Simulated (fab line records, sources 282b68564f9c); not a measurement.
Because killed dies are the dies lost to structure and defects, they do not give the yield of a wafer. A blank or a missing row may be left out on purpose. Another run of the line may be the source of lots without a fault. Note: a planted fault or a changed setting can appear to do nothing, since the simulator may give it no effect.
2 desks looking at one fault    flow rit cmos    numbers are kept per desk, each desk with only its own; the story behind them comes last

THE METROLOGY DESK
Lot by lot, what the gauges showed, no matter which tool ran the lot: averages of those sampled wafers that carry a number. The brackets show how far a lot's mean lies from the usual mean; more than 4 standard deviations puts the lot out of limits, marked OUT.
Columns: A = FOX2_OXIDE_THK at RIT_FOX2_THK_MEAS_01, usual 352 nm; B = FIELD_OXIDE_LEFT_1_THK at RIT_FOX2_THK_MEAS_90, usual 325 nm; C = FIELD_OXIDE_LEFT_2_THK at RIT_FOX2_THK_MEAS_91, usual 257 nm
lot   first seen here  A               B               C
L729  day 2 03:07      338             311             243
L730  day 2 05:04      362             335             267
L732  day 2 12:05      341             314             246
L733  day 2 22:47      343             316             248
L737  day 3 11:53      363             336             269
L739  day 3 20:49      407 (+7.5) OUT  379 (+7.3) OUT  311 (+7.2) OUT
L740  day 4 02:59      354             327             258
L741  day 4 08:07      402 (+6.8) OUT  375 (+6.7) OUT  306 (+6.6) OUT
L742  day 4 13:08      364             337             268
L745  day 5 03:52      356             329             261
L747  day 5 13:05      353             326             258
L749  day 6 01:11      343             316             247
L750  day 6 08:58      346             319             251
L751  day 6 16:22      354             328             259
Finding of this desk: L739, L741 out of limits, first seen on L739 at day 3 20:49 (FOX2_OXIDE_THK at RIT_FOX2_THK_MEAS_01). L729, L730, L732, L733, L737, L740, L742, L745, L747, L749, L750, L751 stayed within limits.

THE TOOL OWNER'S DESK: furnace-04
The tool's own readings at RIT_FOX2_OXIDATION_00 (target thk 350.7 nm, ox time 1130 s): means of the sampled wafers that have a number, for each lot that ran on this tool. The brackets show how far a lot's mean lies from the usual mean; more than 4 standard deviations puts the lot out of limits, marked OUT.
Columns: A = spike tc centre C at RIT_FOX2_OXIDATION_00, usual 1101.6 C; B = spike tc load C at RIT_FOX2_OXIDATION_00, usual 1128.8 C; C = spike tc source C at RIT_FOX2_OXIDATION_00, usual 1123.7 C; D = tube center temp C at RIT_FOX2_OXIDATION_00, usual 1100 C; E = tube_center_temp_C_max at RIT_FOX2_OXIDATION_00, usual 1102.9; F = zone power source pct at RIT_FOX2_OXIDATION_00, usual 42.5 %
lot   first seen here  A                 B                 C                 D                       E                 F
L737  day 3 10:34      1100.7            1126.3            1121.2            1100                    1102.6            43.0
L739  day 3 19:29      1134.8 (+22) OUT  1163.1 (+14) OUT  1156.5 (+11) OUT  1135 (+99 or more) OUT  1137.6 (+69) OUT  46.3 (+4.5) OUT
L741  day 4 06:47      1135.0 (+22) OUT  1162.6 (+14) OUT  1157.9 (+11) OUT  1135 (+99 or more) OUT  1138.3 (+71) OUT  46.2 (+4.4) OUT
This desk's finding: out of limits on L739, L741; first on L739, day 3 19:29 (spike tc centre C at RIT_FOX2_OXIDATION_00). L737 stayed within limits.

PUT TOGETHER
The tool owner's desk had the chance to raise an alarm at day 3 19:29 on L739, L741.
An alarm was possible from the metrology desk at day 3 20:49, on L739, L741.
Of the lots named, all ran RIT_FOX2_OXIDATION_00 on furnace-04.

WHAT THE SIMULATOR HAD PUT IN
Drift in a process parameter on furnace-04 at RIT_FOX2_OXIDATION_00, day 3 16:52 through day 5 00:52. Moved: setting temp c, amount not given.
Struck lots among those shown: L739, L741.
Hours from the fault's start to each desk's first reading out of limits: the tool owner's desk, 3; the metrology desk, 4.
